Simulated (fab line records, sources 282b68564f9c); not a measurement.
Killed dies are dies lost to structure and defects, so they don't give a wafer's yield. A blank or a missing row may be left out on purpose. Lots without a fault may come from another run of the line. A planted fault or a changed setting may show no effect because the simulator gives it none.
Which tool did it? | flow rit_cmos | 14 lots, 42 wafers sampled, at 2 steps of a route of 202

WHAT THE GAUGES READ, wafer by wafer
The record holds no reading of a measuring or inspecting step that can be judged against a usual standard deviation.

WHICH TOOL RAN EACH LOT (tool, then ch and the chambers of the sampled wafers, then the start)
lot  | RIT_ACTIVE_ETCH_13                | RIT_M1_PROBE_99
L326 | rie_diel-01 ch 0,1, day 1 14:50   | -
L327 | rie_diel-04 ch 0,3, day 1 19:50   | -
L328 | rie_diel-04 ch 0,1,3, day 2 00:50 | prober-01, day 3 20:26
L329 | rie_diel-04 ch 0,1, day 2 07:28   | -
L333 | rie_diel-04 ch 0,2,3, day 3 02:41 | -
L336 | rie_diel-04 ch 1,2,3, day 3 16:43 | -
L338 | rie_diel-02 ch 0,2,3, day 4 02:50 | -
L339 | rie_diel-04 ch 0,1,2, day 4 07:50 | -
L341 | rie_diel-02 ch 1,2,3, day 4 17:50 | -
L342 | rie_diel-01 ch 0,1,3, day 4 23:24 | -
L344 | rie_diel-02 ch 0,2,3, day 5 09:18 | -
L345 | rie_diel-02 ch 0,1,3, day 5 15:13 | -
L347 | rie_diel-01 ch 0,1,2, day 6 01:07 | prober-02, day 8 03:02
L348 | rie_diel-02 ch 1,2, day 6 07:52   | -
- RIT_ACTIVE_ETCH_13: etches Si3N4 in SF6, stops on SiO2, time 210 s, target depth 210 nm.
- RIT_M1_PROBE_99

WHAT THE TOOLS THEMSELVES READ (means of the sampled wafers that have a number; where no wafer has one, the mark that the record gives instead)
RIT_ACTIVE_ETCH_13. Usual: drypump_motor_current_A 5.7 A, standard deviation 0.51; oes_product_au 0.824 a.u., standard deviation 0.015; rf_fwd_power_W 124.6 W, standard deviation 0.4; throttle_valve_pct 7.50 %, standard deviation 0.066.
lot  | tool        | drypump_motor_current_A (A) | oes_product_au (a.u.) | rf_fwd_power_W (W) | throttle_valve_pct (%) | flag
L326 | rie_diel-01 | 5.9                         | 0.810                 | 125.0              | 7.34                   |
L327 | rie_diel-04 | 5.6                         | 0.819                 | 124.6              | 7.49                   |
L328 | rie_diel-04 | 5.7                         | 0.810                 | 124.8              | 7.49                   |
L329 | rie_diel-04 | 5.7                         | 0.814                 | 124.9              | 7.49                   |
L333 | rie_diel-04 | 6.0                         | 0.821                 | 124.6              | 7.50                   |
L336 | rie_diel-04 | 5.8                         | 0.808                 | 117.7              | 7.48                   | OFF
L338 | rie_diel-02 | 5.4                         | 0.838                 | 124.7              | 7.51                   |
L339 | rie_diel-04 | 6.1                         | 0.822                 | 117.7              | 7.51                   | OFF
L341 | rie_diel-02 | 5.6                         | 0.841                 | 124.6              | 7.56                   |
L342 | rie_diel-01 | 5.5                         | 0.816                 | 124.4              | 7.43                   |
L344 | rie_diel-02 | 5.4                         | 0.836                 | 124.7              | 7.50                   |
L345 | rie_diel-02 | 5.1                         | 0.831                 | 124.7              | 7.52                   |
L347 | rie_diel-01 | 5.9                         | 0.824                 | 124.7              | 7.42                   |
L348 | rie_diel-02 | 5.6                         | 0.828                 | 124.6              | 7.57                   |

RIT_M1_PROBE_99. Usual: killed_at_M0_to_M3 0.0, standard deviation 0.083; killed_at_contacts 0.1, standard deviation 0.31; killed_at_front_end 6.3, standard deviation 3; killed_dies 6.4, standard deviation 3; killed_open 3, standard deviation 1.9; killed_short 3.4, standard deviation 1.9.
lot  | tool      | killed_at_M0_to_M3 | killed_at_contacts | killed_at_front_end | killed_dies | killed_open | killed_short | flag
L328 | prober-01 | 0.0                | 0.0                | 7.0                 | 7.0         | 2           | 4.7          |
L347 | prober-02 | 0.0                | 0.0                | 4.3                 | 4.3         | 2           | 2.0          |

THE ANSWER, worked out from the rows above alone
Rule: a lot is off if the mean of its wafers that have a number lies more than 3 standard deviations from the usual mean. A lot without any number at a reading at which 4 lots or more have one is off too. The other lots that the step has rows for count as sound. The gauges are gone through in route order, then the tools' own readings, and for those a lot's mean is taken as printed above. The first step at which some lot is off is used, and at that step the reading that is off furthest; a lot without a number counts as furthest.
Off: L336, L339, at RIT_ACTIVE_ETCH_13 (rf_fwd_power_W).
A tool fits if, at that step or a process step before it, it ran every lot that is off, and no sound lot after the first of them. One fits: rie_diel-04 at RIT_ACTIVE_ETCH_13. Its last sound lot is L333 (day 3 02:41), its first lot that is off L336 (day 3 16:43): a fault that began between those two fits.
The tool's own readings at RIT_ACTIVE_ETCH_13 bear it out: on the lots that are off they differ by more than 5 times the standard deviation of the sound lots' means. rf_fwd_power_W reads 117.7 W there against 124.7 W on the sound lots.

WHAT THE SIMULATOR HAD PUT IN
Process parameter drift: rie_diel-04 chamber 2, from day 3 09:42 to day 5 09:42, at RIT_ACTIVE_ETCH_13. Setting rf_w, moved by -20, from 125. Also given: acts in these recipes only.
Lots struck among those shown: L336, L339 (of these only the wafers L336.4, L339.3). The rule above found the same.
